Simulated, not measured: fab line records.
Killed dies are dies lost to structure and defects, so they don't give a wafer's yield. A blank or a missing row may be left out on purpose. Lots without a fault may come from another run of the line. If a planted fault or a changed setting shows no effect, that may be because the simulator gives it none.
Matching of chambers + flow rit-cmos + 4 sister chambers for RIT_GATE_ETCH_19 on rie-si-02
The step etches poly-Si in SF6/CHF3/O2, stops on SiO2, time 165 s, target depth 312.5 nm. 8 wafers are shown with their chamber, then 7 later ones without.

## EACH WAFER AND ITS CHAMBER
| wafer  | chamber | throttle-valve-pct (%) | drypump-motor-current-A (A) |
|--------|---------|------------------------|-----------------------------|
| L163.1 | 2       | 10.35                  | 5.6                         |
| L163.6 | 3       | 10.24                  | 5.3                         |
| L165.2 | 2       | 10.37                  | 5.6                         |
| L167.3 | 3       | 10.25                  | 5.3                         |
| L167.4 | 1       | 10.00                  | 5.5                         |
| L171.1 | 1       | 10.03                  | 5.6                         |
| L171.4 | 0       | 10.40                  | 5.8                         |
| L171.5 | 0       | 10.37                  | 5.8                         |

## WAFERS MISSING THEIR CHAMBER
| wafer  | throttle-valve-pct (%) | drypump-motor-current-A (A) |
|--------|------------------------|-----------------------------|
| L173.3 | 10.01                  | 5.6                         |
| L173.5 | 10.01                  | 5.6                         |
| L173.6 | 10.37                  | 5.9                         |
| L177.1 | 10.24                  | 5.3                         |
| L177.2 | 10.39                  | 5.8                         |
| L177.3 | 10.01                  | 5.6                         |
| L181.3 | 10.36                  | 5.6                         |

## CHAMBER TAKEN BY EACH
| wafer  | from the rows above | in truth |
|--------|---------------------|----------|
| L173.3 | 1                   | 1        |
| L173.5 | 1                   | 1        |
| L173.6 | 0                   | 0        |
| L177.1 | 3                   | 3        |
| L177.2 | 0                   | 0        |
| L177.3 | 1                   | 1        |
| L181.3 | 2                   | 2        |
Correctly placed: 7 of 7. Can't be placed from these rows: 0. Wrongly placed: 0.
How it was worked out, from the rows above alone: a wafer's distance from a chamber is the root of the sum, over the readings, of the square of ((its reading less the chamber's mean) divided by the reading's scatter). The wafer belongs to the nearest chamber; if the next one is less than 2 further off, it can't be placed. The mean given for a chamber averages the wafers shown for that chamber. The scatter is the square root of a quotient: the sum, over the shown wafers, of each reading's squared deviation from its chamber's mean, divided by wafers minus chambers.
